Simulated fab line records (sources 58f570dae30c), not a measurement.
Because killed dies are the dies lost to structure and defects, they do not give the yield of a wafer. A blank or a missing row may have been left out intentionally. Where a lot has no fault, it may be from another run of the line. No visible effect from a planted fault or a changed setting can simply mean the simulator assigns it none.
Struck lot and sound lot, side by side || flow berkeley-cmos170 || 17 steps out of a route of 331
Sound: the wafers L885.1, L885.2, L885.4. Wafers L896.1, L896.3, L896.6 were the ones struck. At the end, the cause is stated.
Order at every step that has rows: each side's tool, ch and its chambers, its first start. Under that, the readings that differ: sound wafers || struck wafers || difference of the means || sigmas: that difference in standard deviations of wafers without a fault.
alike: same words and numbers on both sides, and readings whose means sit less than 2 such deviations apart. not compared: any withheld reading, any reading some wafer has no value for, any bound like >300 that may hide the same value, and any number with overlapping values for which the record gives no deviation.
The two part at a step that has a row with sigmas, a row that says differs or no value, or rows on one side only. Non-overlapping numbers with no deviation appear without sigmas and do not part them. A reading missing from all wafers of one side parts the sides only when that side holds two or more wafers.

first, 1 step without rows for these wafers: UCB170_PWELL_OXIDATION_02 (target thk 26.4 nm, ox time 1260 s).
UCB170_PWELL_THK_MEAS_03:
  sound on film-metro-03, day 3 23:52; struck on film-metro-01, day 6 06:42
  alike: PWELL_OXIDE_THK
then, 2 steps without rows for these wafers: UCB170_PWELL_ANNEAL_04 (time 900 s); UCB170_PWELL_CVD_05 (deposits Si3N4 from SiH2Cl2/NH3, target thk 220 nm, time 3300 s).
UCB170_PWELL_THK_MEAS_06:
  sound on film-metro-01, day 4 06:14; struck on film-metro-01, day 6 12:25
{"reading": "PWELL_NITRIDE_THK (nm)", "sound": "217.0 216.9 217.6", "struck": "222.0 224.2 221.5", "difference": "+5.4", "sigmas": "+3"}
then, 6 steps without rows for these wafers: UCB170_PWELL_HMDS_07 (prime time 60 s); UCB170_PWELL_COAT_08 (resist thk 900 nm); UCB170_PWELL_SOFTBAKE_09 (time 60 s); UCB170_PWELL_EXPOSE_10 (exposes mask PWELL, target cd 3000 nm); UCB170_PWELL_PEB_11; UCB170_PWELL_DEVELOP_12 (develop time 45 s).
UCB170_PWELL_OVL_MEAS_13:
  sound on overlay-02, day 4 09:52; struck on overlay-02, day 6 13:41
  alike: PWELL_OVL
UCB170_PWELL_ETCH_14: etches Si3N4 in CH3F/Ar/O2, stops on SiO2, target depth 242 nm, time 151 s.
  sound on rie-diel-02 ch 0,2,3, day 4 09:54; struck on rie-diel-01 ch 2,3, day 6 13:43
  no value came back on the struck wafers for any of 6 readings (CH3F_flow_sccm (sccm), O2_flow_sccm (sccm) and others); on the sound wafers CH3F_flow_sccm (sccm) reads 20.03 20.03 19.96
{"reading": "model.KrF_of_PWELL_COAT_08.thk-nm (nm)", "sound": "723.6 722.7 721.5", "struck": "885.4 885.2 885.3", "difference": "+162.7", "sigmas": ""}
{"reading": "model.SiO2_of_PWELL_OXIDATION_02.thk-nm (nm)", "sound": "22.73 22.76 22.68", "struck": "26.63 26.9 26.59", "difference": "+3.98", "sigmas": ""}
next, for these wafers, 1 step has no rows: UCB170_PWELL_IMPLANT_15.
UCB170_PWELL_STRIP_16: strips in O2.
  sound on plasma-asher-01 ch 0,1, day 4 10:09; struck on plasma-asher-02 ch 0,1, day 6 13:58
{"reading": "oes-product-au (a.u.)", "sound": "0.718 0.720 0.716", "struck": "0.734 0.732 0.734", "difference": "+0.015", "sigmas": "+3"}
{"reading": "strip-time-to-endpoint-s (s)", "sound": "18.05 18.05 18.01", "struck": "21.62 21.62 21.62", "difference": "+3.58", "sigmas": "+51"}
  alike: drypump-motor-current-A
  not compared: rf-hours-counter-h
UCB170_PWELL_TW_MEAS_17:
  sound on film-metro-01, day 4 10:15; struck on film-metro-03, day 6 14:04
{"reading": "PWELL_TW", "sound": "378 378 379", "struck": "386 386 389", "difference": "+9", "sigmas": "+2"}
-- the record jumps here: 5 days lie between the struck wafers' starts before and after (it left off in module PWELL and takes up again in module M3, whose first step shown is number 331 of the route) --
UCB170_M3_PROBE_99:
  the record has rows for the struck wafers here (prober-01, day 11 14:52) and none for the sound ones

== WHERE THEY PART ==
First at UCB170_PWELL_THK_MEAS_06; last, within this record, at UCB170_M3_PROBE_99.

WHY: whatever the simulator had introduced
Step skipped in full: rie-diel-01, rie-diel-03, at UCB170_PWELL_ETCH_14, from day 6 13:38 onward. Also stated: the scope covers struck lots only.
